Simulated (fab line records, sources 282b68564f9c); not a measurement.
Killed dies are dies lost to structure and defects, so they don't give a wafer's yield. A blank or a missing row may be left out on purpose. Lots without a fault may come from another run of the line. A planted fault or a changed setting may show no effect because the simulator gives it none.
Chamber matching | flow rit_cmos | RIT_GATE_ETCH_19 on rie_si-02: 4 sister chambers
The step etches poly-Si in SF6/CHF3/O2, stops on SiO2, time 165 s, target depth 312.5 nm. 8 wafers are shown with their chamber, then 7 later ones without.

WAFERS WITH THEIR CHAMBER
wafer  | chamber | throttle_valve_pct (%) | oes_product_au (a.u.)
L628.4 | 3       | 10.33                  | 0.817
L634.1 | 0       | 10.22                  | 0.845
L634.2 | 1       | 9.92                   | 0.863
L636.1 | 3       | 10.32                  | 0.805
L636.5 | 2       | 10.01                  | 0.849
L636.6 | 1       | 9.92                   | 0.872
L640.1 | 2       | 10.00                  | 0.890
L640.2 | 0       | 10.21                  | 0.873

WAFERS WITHOUT THEIR CHAMBER
wafer  | throttle_valve_pct (%) | oes_product_au (a.u.)
L640.4 | 10.34                  | 0.835
L642.1 | 10.00                  | 0.878
L642.3 | 9.91                   | 0.884
L642.5 | 10.22                  | 0.860
L644.1 | 10.01                  | 0.880
L644.5 | 10.20                  | 0.865
L644.6 | 10.32                  | 0.837

WHICH CHAMBER EACH WENT THROUGH
wafer  | from the rows above | in truth
L640.4 | 3                   | 3
L642.1 | 2                   | 2
L642.3 | 1                   | 1
L642.5 | 0                   | 0
L644.1 | 2                   | 2
L644.5 | 0                   | 0
L644.6 | 3                   | 3
Placed correctly: 7 of 7. Can't be placed from these rows: 0. Placed wrongly: 0.
How it was worked out, from the rows above alone: a wafer's distance from a chamber is the root of the sum, over the readings, of the square of ((its reading less the chamber's mean) divided by the reading's scatter). The wafer belongs to the nearest chamber; if the next one is less than 2 further off, it can't be placed. A chamber's mean is the mean of its shown wafers. The scatter: the root of (the sum of the squares of (reading less its chamber's mean) over the shown wafers, divided by (wafers less chambers)).
